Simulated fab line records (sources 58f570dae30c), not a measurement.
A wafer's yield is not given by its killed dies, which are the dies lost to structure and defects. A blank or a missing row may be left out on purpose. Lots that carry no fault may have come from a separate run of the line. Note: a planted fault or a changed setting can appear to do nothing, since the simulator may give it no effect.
Shared-tool check + flow berkeley-cmos170 + Sample size 14 lots and 48 wafers

== WHAT PROMPTED THE OPENING ==
On 2 of the 14 lots, a flag is raised at UCB170_CONTACT_CD_MEAS_15 on the reading cd-nm. Fault-free wafers read 699.6 nm, with a standard deviation of 1.5.
Rule: flag the lot when none of its wafers has a number, or when each of its wafers that has one lies beyond 4 standard deviations from that mean. The other lots count as sound.

| lot  | measured     | on        | cd-nm (nm), wafer by wafer          | flag    |
|------|--------------|-----------|-------------------------------------|---------|
| L608 | day 8 20:49  | cd-sem-02 | 700.2 699.4 698.6                   |         |
| L609 | day 8 22:05  | cd-sem-02 | 696.4 696.5 695.3                   |         |
| L611 | day 9 05:55  | cd-sem-01 | 698.9 699.2 699.9                   |         |
| L610 | day 9 06:16  | cd-sem-01 | 698.9 698.0 698.8                   |         |
| L612 | day 9 10:19  | cd-sem-02 | 698.3 698.8 700.6                   |         |
| L613 | day 9 11:13  | cd-sem-02 | 699.5 699.5 699.5                   |         |
| L614 | day 9 18:17  | cd-sem-02 | 701.3 699.2 701.5                   |         |
| L616 | day 10 11:14 | cd-sem-02 | 696.8 699.5 698.0                   |         |
| L623 | day 11 00:31 | cd-sem-02 | 664.9 663.4 664.5 665.1 663.4 664.4 | FLAGGED |
| L620 | day 11 00:49 | cd-sem-01 | 666.7 667.3 667.6 666.9 667.7 667.3 | FLAGGED |
| L626 | day 12 02:20 | cd-sem-01 | 699.5 700.4 699.6                   |         |
| L627 | day 12 15:34 | cd-sem-02 | 700.3 700.2 698.5                   |         |
| L628 | day 12 15:56 | cd-sem-02 | 700.2 701.3 700.3                   |         |
| L630 | day 13 01:20 | cd-sem-02 | 701.0 700.6 699.9                   |         |
The mean of the flagged lots' numbers is 665.8 nm, -33.8 nm from the usual (-23 standard deviations).

== LOT BY LOT: THE TOOL USED ==
The record keeps 1 process step preceding the reading, out of 331 steps on the route. Each cell gives the tool, then ch followed by the chambers the sampled wafers passed through, then the start.
| lot  | flag    | UCB170_CONTACT_PEB_13             |
|------|---------|-----------------------------------|
| L608 |         | litho-track-04 ch 0, day 8 20:30  |
| L609 |         | litho-track-01 ch 0, day 8 21:48  |
| L611 |         | litho-track-02 ch 0, day 9 05:38  |
| L610 |         | litho-track-01 ch 0, day 9 06:00  |
| L612 |         | litho-track-04 ch 0, day 9 10:02  |
| L613 |         | litho-track-02 ch 0, day 9 10:00  |
| L614 |         | litho-track-01 ch 0, day 9 18:01  |
| L616 |         | litho-track-04 ch 0, day 10 10:58 |
| L623 | FLAGGED | litho-track-01 ch 0, day 11 00:14 |
| L620 | FLAGGED | litho-track-01 ch 0, day 11 00:31 |
| L626 |         | litho-track-02 ch 0, day 12 02:03 |
| L627 |         | litho-track-04 ch 0, day 12 15:17 |
| L628 |         | litho-track-04 ch 0, day 12 15:34 |
| L630 |         | litho-track-02 ch 0, day 13 01:04 |
What these steps do:
- UCB170_CONTACT_PEB_13
- UCB170_CONTACT_CD_MEAS_15: target cd 700 nm.

== FLAGGED OVER TOTAL, TOOL BY TOOL (the gauges that took the reading come last) ==
| step                      | tool           | lots run | flagged | share of the flagged lots | sound lots run after its first flagged lot |
|---------------------------|----------------|----------|---------|---------------------------|--------------------------------------------|
| UCB170_CONTACT_PEB_13     | litho-track-01 | 5        | 2       | all                       | 0                                          |
| UCB170_CONTACT_PEB_13     | litho-track-02 | 4        | 0       | none                      | -                                          |
| UCB170_CONTACT_PEB_13     | litho-track-04 | 5        | 0       | none                      | -                                          |
| UCB170_CONTACT_CD_MEAS_15 | cd-sem-01      | 4        | 1       | some                      | 1 (L626)                                   |
| UCB170_CONTACT_CD_MEAS_15 | cd-sem-02      | 10       | 1       | some                      | 3 (L627,L628,L630)                         |

== WHAT IS ALLOWED BY THE TABLE ==
All flagged lots share 1 row of the table, namely litho-track-01 at UCB170_CONTACT_PEB_13.
- litho-track-01 at UCB170_CONTACT_PEB_13: 2 of its 5 lots flagged. Last sound lot L614 at day 9 18:01, first flagged lot L623 at day 11 00:14; a fault beginning in between fits. Its own readings (heater-power-total-W, plate-temp-C) fall more than 4 standard deviations out on all wafers of the flagged lots.
Just one tool remains: litho-track-01 at UCB170_CONTACT_PEB_13.

== WHAT THE SIMULATOR HAD PUT IN ==
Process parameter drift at UCB170_CONTACT_PEB_13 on litho-track-01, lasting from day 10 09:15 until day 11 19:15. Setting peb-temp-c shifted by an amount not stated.
Shown lots that were struck: L623, L620. The rule given above showed the same thing.
